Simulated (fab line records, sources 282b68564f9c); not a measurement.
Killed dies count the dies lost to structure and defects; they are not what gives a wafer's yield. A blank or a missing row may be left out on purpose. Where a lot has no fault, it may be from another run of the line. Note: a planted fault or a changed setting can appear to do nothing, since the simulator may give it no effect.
fab line records | flow rit-cmos
record: lots: 5 | wafers: 15 | last-day: 8
route steps=202 shown NSD@133 PSD@142 SDANNEAL@153 M1@202
lots that met no fault: taken from a fault-free run of the same line
start-h: start of the lot's first displayed wafer, in hours after the record's first day | wait-h: hours elapsed since this lot's preceding step | " unchanged from the row above | L1.1+2: several wafers, shown together as one row | - either no value or no given start | * or withheld: withheld | < > ~ a bound
route shown NAME@n: a module of which the file shows steps, and the number in the route of the first | usual: mean/standard deviation of fault-free wafers | same: alike in all rows | chamber/n: place in a boat | sites: per-site readings | _std_site: how widely they spread, as a standard deviation | _edge_site: outer sites' mean less inner sites' | radius-mm: for every site, how far away it sits from the centre of the wafer | mask NAME#n: copy n | behind: the most recent tool/chamber to have shaped the wafer | hold: the reason the lot was held/the length of the hold in hours/how it ended | device: which transistor (n, p or np) failed to switch | end of line: tests of these same wafers at the route's end | where a step has no rows: the recipe by itself | killed: not the wafer's yield, but the dies lost to structure and defects at the first sort | map: a wafer's dies, marking killed ones x, the rest . and places with no die _
set.NAME: setting as actually run; set.NAME@STEP: the setting as run at that earlier step | model.NAME: the simulator's own value behind a step, which no gauge read
a table for each step, a row for each wafer; lots at some steps of the route
services: a tool's chamber out of use, with start hour (start-h, from the record's first day; less than 0 if before it), hours out, and reason
== steps ==
step: RIT_NSD_SOFTBAKE_02
recipe: resist: NOVOLAK | temp-c: 90 | time-s: 60
step: RIT_NSD_EXPOSE_03
recipe: mask-id: M9 | na: 0.57 | target-cd-nm: 40700 | dose-mj: 250
step: RIT_NSD_PEB_04
recipe: resist: NOVOLAK | temp-c: withheld | time-s: withheld
step: RIT_NSD_DEVELOP_05
recipe: resist: NOVOLAK | develop-time-s: 50 | dev-temp-c: 23
step: RIT_NSD_OVL_MEAS_06
usual: NSD_OVL: -0.9/1.4
lot.wafer | tool       | chamber | start-h | wait-h | NSD_OVL[nm]
L458.2    | overlay-02 | -       | 65.63   | -      | 0.3
L458.4    | "          | -       | "       | "      | 1.6
L458.6    | "          | -       | "       | "      | -0.6
L460.1    | overlay-02 | -       | 78.65   | -      | -0.1
L460.2    | "          | -       | "       | "      | 1.2
L460.6    | "          | -       | "       | "      | -1.0
L467.1    | overlay-02 | -       | 115.57  | -      | 0.0
L467.2    | "          | -       | "       | "      | -1.5
L467.5    | "          | -       | "       | "      | -0.1
L477.2    | overlay-02 | -       | 168.98  | -      | -0.1
L477.3    | "          | -       | "       | "      | 0.3
L477.5    | "          | -       | "       | "      | 0.8
L478.3    | overlay-02 | -       | 174.69  | -      | -0.1
L478.4    | "          | -       | "       | "      | 0.1
L478.6    | "          | -       | "       | "      | 0.6
step: RIT_NSD_HARDBAKE_07
recipe: resist: NOVOLAK | temp-c: 140 | time-s: 60
step: RIT_NSD_IMPLANT_08
recipe: species: P | energy-kev: 25 | dose-cm2: 1e+15 | tilt-deg: 7
step: RIT_NSD_STRIP_09
recipe: chemistry: O2 | time-s: 180 | resist: NOVOLAK | platen-temp-c: withheld | power-w: 500 | pressure-mtorr: 4000 | o2-flow-sccm: 4000
usual: drypump-motor-current-A: 5.7/0.38
lot.wafer | tool            | chamber | start-h | wait-h | drypump-motor-current-A | rf-hours-counter-h
L458.2    | plasma-asher-03 | 0       | 65.96   | 0.1    | 6.2                     | 38
L458.4    | "               | 1       | "       | "      | 5.5                     | -
L458.6    | "               | 1       | "       | "      | 5.4                     | -
L460.1    | plasma-asher-03 | 1       | 78.98   | 0.1    | 5.4                     | 39
L460.2    | "               | 0       | "       | "      | 6.2                     | 39
L460.6    | "               | 0       | "       | "      | 6.3                     | -
L467.1    | plasma-asher-03 | 0       | 115.91  | 0.1    | 6.3                     | 43
L467.2    | "               | 1       | "       | "      | 5.4                     | 43
L467.5    | "               | 0       | "       | "      | 6.3                     | -
L477.2    | plasma-asher-01 | 0       | 169.31  | 0.1    | 5.1                     | 39
L477.3    | "               | 0       | "       | "      | 5.1                     | -
L477.5    | "               | 0       | "       | "      | 5.1                     | -
L478.3    | plasma-asher-01 | 0       | 175.07  | 0.1    | 5.1                     | -
L478.4    | "               | 1       | "       | "      | 5.8                     | -
L478.6    | "               | 1       | "       | "      | 5.8                     | -
step: RIT_NSD_TW_MEAS_10
usual: NSD_TW: 3112/23
lot.wafer | tool          | chamber | start-h | wait-h | NSD_TW
L458.2    | film-metro-02 | -       | 66.14   | 0.1    | 3124
L458.4    | "             | -       | "       | "      | 3128
L458.6    | "             | -       | "       | "      | 3107
L460.1    | film-metro-02 | -       | 79.16   | 0.1    | 3159
L460.2    | "             | -       | "       | "      | 3161
L460.6    | "             | -       | "       | "      | 3167
L467.1    | film-metro-04 | -       | 116.08  | 0.1    | 3126
L467.2    | "             | -       | "       | "      | 3097
L467.5    | "             | -       | "       | "      | 3107
L477.2    | film-metro-04 | -       | 169.50  | 0.1    | 3113
L477.3    | "             | -       | "       | "      | 3097
L477.5    | "             | -       | "       | "      | 3104
L478.3    | film-metro-02 | -       | 175.21  | 0.1    | 3147
L478.4    | "             | -       | "       | "      | 3129
L478.6    | "             | -       | "       | "      | 3121
step: RIT_PSD_HMDS_00
recipe: prime-time-s: 60 | prime-temp-c: 140
step: RIT_PSD_COAT_01
recipe: resist: NOVOLAK | spin-rpm: 3250 | resist-thk-nm: 1000
step: RIT_PSD_SOFTBAKE_02
recipe: resist: NOVOLAK | temp-c: 90 | time-s: 60
step: RIT_PSD_EXPOSE_03
recipe: mask-id: M10 | na: 0.57 | target-cd-nm: 40900 | dose-mj: 250
lot.wafer  | tool             | chamber | start-h | wait-h | mask
L458.2+4+6 | iline-stepper-02 | 0       | 66.79   | 0.2    | M10#0
L460.1+2+6 | iline-stepper-01 | 0       | 79.67   | 0.1    | M10#0
L467.1+2+5 | iline-stepper-01 | 0       | 116.61  | 0.1    | M9#0
L477.2+3+5 | iline-stepper-01 | 0       | 170.14  | 0.2    | M10#0
L478.3+4+6 | iline-stepper-02 | 0       | 175.82  | 0.2    | M10#0
step: RIT_PSD_PEB_04
recipe: resist: NOVOLAK | temp-c: withheld | time-s: withheld
step: RIT_PSD_DEVELOP_05
recipe: resist: NOVOLAK | develop-time-s: 50 | dev-temp-c: 23
step: RIT_PSD_OVL_MEAS_06
usual: PSD_OVL: -0.4/1.3
lot.wafer | tool       | chamber | start-h | wait-h | PSD_OVL[nm]
L458.2    | overlay-02 | -       | 67.17   | -      | 0.2
L458.4    | "          | -       | "       | "      | -0.6
L458.6    | "          | -       | "       | "      | -0.7
L460.1    | overlay-02 | -       | 80.24   | -      | 1.4
L460.2    | "          | -       | "       | "      | -0.5
L460.6    | "          | -       | "       | "      | -0.2
L467.1    | overlay-02 | -       | 117.01  | -      | -
L467.2    | "          | -       | "       | "      | -
L467.5    | "          | -       | "       | "      | -
L477.2    | overlay-02 | -       | 170.61  | -      | -2.6
L477.3    | "          | -       | "       | "      | -0.9
L477.5    | "          | -       | "       | "      | -0.9
L478.3    | overlay-01 | -       | 176.19  | -      | 2.6
L478.4    | "          | -       | "       | "      | 0.6
L478.6    | "          | -       | "       | "      | 1.0
step: RIT_PSD_HARDBAKE_07
recipe: resist: NOVOLAK | temp-c: 140 | time-s: 60
step: RIT_PSD_IMPLANT_08
recipe: species: BF2 | energy-kev: 26.6 | dose-cm2: 5e+15 | tilt-deg: 7
step: RIT_PSD_STRIP_09
recipe: chemistry: O2 | time-s: 180 | resist: NOVOLAK | platen-temp-c: withheld | power-w: 500 | pressure-mtorr: 4000 | o2-flow-sccm: 4000
usual: drypump-motor-current-A: 5.8/0.47
lot.wafer | tool            | chamber | start-h | wait-h | drypump-motor-current-A | rf-hours-counter-h
L458.2    | plasma-asher-02 | 1       | 67.54   | 0.1    | 6.6                     | 44
L458.4    | "               | 1       | "       | "      | 6.6                     | -
L458.6    | "               | 0       | "       | "      | 5.1                     | -
L460.1    | plasma-asher-03 | 1       | 80.85   | 0.1    | 5.5                     | 39
L460.2    | "               | 0       | "       | "      | 6.3                     | 39
L460.6    | "               | 1       | "       | "      | 5.5                     | -
L467.1    | plasma-asher-03 | 0       | 117.35  | 0.1    | 6.3                     | 44
L467.2    | "               | 1       | "       | "      | 5.4                     | 44
L467.5    | "               | 1       | "       | "      | 5.5                     | -
L477.2    | plasma-asher-02 | 1       | 170.94  | 0.1    | 6.6                     | 5
L477.3    | "               | 0       | "       | "      | 5.1                     | -
L477.5    | "               | 1       | "       | "      | 6.6                     | -
L478.3    | plasma-asher-04 | 0       | 176.58  | 0.1    | 5.9                     | -
L478.4    | "               | 1       | "       | "      | 5.6                     | -
L478.6    | "               | 0       | "       | "      | 5.9                     | -
step: RIT_PSD_TW_MEAS_10
usual: PSD_TW: 3409/30
lot.wafer | tool          | chamber | start-h | wait-h | PSD_TW
L458.2    | film-metro-01 | -       | 67.72   | 0.1    | 3370
L458.4    | "             | -       | "       | "      | 3363
L458.6    | "             | -       | "       | "      | 3373
L460.1    | film-metro-01 | -       | 81.02   | 0.1    | 3367
L460.2    | "             | -       | "       | "      | 3357
L460.6    | "             | -       | "       | "      | 3366
L467.1    | film-metro-02 | -       | 117.52  | 0.1    | 30
L467.2    | "             | -       | "       | "      | 30
L467.5    | "             | -       | "       | "      | 30
L477.2    | film-metro-02 | -       | 171.12  | 0.1    | 3420
L477.3    | "             | -       | "       | "      | 3419
L477.5    | "             | -       | "       | "      | 3421
L478.3    | film-metro-01 | -       | 176.71  | 0.1    | 3357
L478.4    | "             | -       | "       | "      | 3355
L478.6    | "             | -       | "       | "      | 3372
step: RIT_SDANNEAL_CLEAN_00
recipe: chemistry: SC1 | mix: 3:3:50 | time-s: 600 | temp-c: 75
step: RIT_M1_PROBE_99
usual: killed-at-front-end: 7.0/2.8 | killed-dies: 7.0/2.8 | killed-on-rim: 2.0/1.4 | killed-open: 3.4/1.9 | killed-short: 3.6/2
same: gross-dies: 264 | killed_at_M0_to_M3: 0 | killed_at_M4_up: 0 | killed-at-back-side: 0 | killed-at-contacts: 0 | killed-at-other: 0
lot.wafer | tool      | chamber | start-h | wait-h | killed-at-front-end | killed-dies | killed-on-rim | killed-open | killed-short
L458.2    | prober-01 | -       | 75.67   | 0.1    | 7                   | 7           | 1             | 4           | 3
L458.4    | prober-01 | -       | 75.77   | 0.2    | 5                   | 5           | 2             | 2           | 3
L458.6    | prober-01 | -       | 75.87   | 0.2    | 10                  | 10          | 4             | 5           | 5
L460.1    | prober-01 | -       | 90.01   | 0.1    | 7                   | 7           | 0             | 3           | 4
L460.2    | prober-01 | -       | 90.06   | 0.1    | 9                   | 9           | 5             | 5           | 4
L460.6    | prober-01 | -       | 90.26   | 0.2    | 6                   | 6           | 3             | 4           | 2
L467.1    | prober-02 | -       | 125.31  | 0.1    | 264                 | 264         | 70            | 7           | 3
L467.2    | prober-02 | -       | 125.36  | 0.1    | 264                 | 264         | 70            | 4           | 4
L467.5    | prober-02 | -       | 125.51  | 0.2    | 264                 | 264         | 70            | 5           | 4
L477.2    | prober-01 | -       | 179.28  | 0.1    | 5                   | 5           | 2             | 3           | 2
L477.3    | prober-01 | -       | 179.33  | 0.2    | 9                   | 9           | 2             | 2           | 7
L477.5    | prober-01 | -       | 179.43  | 0.2    | 8                   | 8           | 5             | 5           | 3
killed by level:class
L458.2 FOX2:geometric-particle:short=2 SILICIDE:geometric-particle:open=2 FOX1:geometric-particle:open=1 GATE:geometric-particle:short=1 SPACER:geometric-particle:open=1
L458.4 GATE:geometric-particle:open=2 FOX1:geometric-particle:short=1 FOX2:geometric-particle:short=1 REOX:geometric-particle:short=1
L458.6 GATE:geometric-particle:short=4 GATE:geometric-particle:open=3 FOX1:geometric-particle:open=1 FOX2:geometric-particle:open=1 FOX2:geometric-particle:short=1
L460.1 GATE:geometric-particle:short=3 FOX1:geometric-particle:short=1 FOX2:geometric-particle:open=1 GATE:geometric-particle:open=1 SILICIDE:geometric-particle:open=1
L460.2 GATE:geometric-particle:short=4 FOX1:geometric-particle:open=2 FOX2:geometric-particle:open=1 GATE:geometric-particle:open=1 SILICIDE:geometric-particle:open=1
L460.6 FOX2:geometric-particle:open=3 GATE:geometric-particle:short=1 REOX:geometric-particle:short=1 SPACER:geometric-particle:open=1
L467.1 PSD:area-expose=254 GATE:geometric-particle:open=3 REOX:geometric-particle:open=3 GATE:geometric-particle:short=2 SILICIDE:geometric-particle:open=1 SILICIDE:geometric-particle:short=1
L467.2 PSD:area-expose=256 GATE:geometric-particle:short=2 REOX:geometric-particle:open=2 GATE:geometric-particle:open=1 REOX:geometric-particle:short=1 SPACER:geometric-particle:short=1 SPACER:geometric-particle:open=1
L467.5 PSD:area-expose=255 GATE:geometric-particle:short=3 GATE:geometric-particle:open=2 FOX2:geometric-particle:open=1 SPACER:geometric-particle:open=1 SPACER:geometric-particle:short=1 SILICIDE:geometric-particle:open=1
L477.2 FOX1:geometric-particle:short=1 GATE:geometric-particle:open=1 REOX:geometric-particle:open=1 SPACER:geometric-particle:open=1 SPACER:geometric-particle:short=1
L477.3 GATE:geometric-particle:short=4 FOX1:geometric-particle:short=2 GATE:geometric-particle:open=2 SPACER:geometric-particle:short=1
L477.5 GATE:geometric-particle:open=3 FOX1:geometric-particle:open=2 GATE:geometric-particle:short=2 SPACER:geometric-particle:short=1
map L467.1 (x killed, . not)
________xxxxxxx_______
_____xxxxxxxxxxxxx____
____xxxxxxxxxxxxxxx___
___xxxxxxxxxxxxxxxxx__
__xxxxxxxxxxxxxxxxxxx_
__xxxxxxxxxxxxxxxxxxx_
_xxxxxxxxxxxxxxxxxxxxx
_xxxxxxxxxxxxxxxxxxxxx
_xxxxxxxxxxxxxxxxxxxxx
_xxxxxxxxxxxxxxxxxxxxx
__xxxxxxxxxxxxxxxxxxx_
__xxxxxxxxxxxxxxxxxxx_
___xxxxxxxxxxxxxxxxx__
____xxxxxxxxxxxxxxx___
_____xxxxxxxxxxxxx____
________xxxxxxx_______
map L460.2 (x killed, . not)
________......._______
_____.............____
____...............___
___.........x.....x.__
__..................._
__..................._
_....................x
_..x..................
_.....................
_.....................
__.....x..x.........._
__..................._
___...............x.__
____...............___
_____............x____
________.....x._______
== services ==
tool             | chamber | start-h | hours | kind
iline-stepper-02 | -       | 61.37   | 1.7   | pm
iline-stepper-01 | -       | 83.57   | 13.7  | repair
iline-stepper-02 | -       | 104.00  | 2.4   | repair
iline-stepper-01 | -       | 108.24  | 1.7   | repair
plasma-asher-02  | -       | 108.75  | 9.0   | pm
plasma-asher-02  | 0       | 108.75  | 11.4  | vent-cycle
plasma-asher-02  | 1       | 108.75  | 11.4  | vent-cycle
iline-stepper-02 | -       | 115.72  | 8.9   | pm
plasma-asher-02  | -       | 116.00  | 4.1   | repair
plasma-asher-02  | 0       | 117.75  | -     | clean
plasma-asher-02  | 1       | 117.75  | -     | clean
iline-stepper-02 | 0       | 129.29  | -     | calibration
plasma-asher-01  | -       | 132.24  | 3.4   | repair
plasma-asher-02  | -       | 149.27  | 3.2   | repair
== key ==
first-sign: step: RIT_PSD_EXPOSE_03 | reading: mask | direction: changed
effect: step: RIT_PSD_OVL_MEAS_06 | reading: PSD_OVL | direction: missing
effect: step: RIT_PSD_TW_MEAS_10 | reading: PSD_TW | direction: down | sigmas: 99+ | usual: 3409 | struck: 30
effect: step: RIT_M1_PROBE_99 | reading: killed-at-front-end | direction: up | sigmas: 92 | usual: 7.0 | struck: 264
more-kills-born-at: RIT_PSD_EXPOSE_03@iline-stepper-01: 765
met-at RIT_PSD_EXPOSE_03
struck-wafers L467.1,L467.2,L467.5
tester-left-out L467
onset-between 79.67 116.61
fault: kind: wrong-mask | tool: any | chamber: - | onset-h: 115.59 | steps: RIT_PSD_EXPOSE_03 | aux-copy: M9#0 | scope: struck-lots-only
tester-left-out: of these lots the tester's yield and bins aren't shown, on N5 and GAA mostly nor the transistor test; their killed dies are dies lost to structure and defects alone, not to doping, threshold or leakage, so they don't give the yield
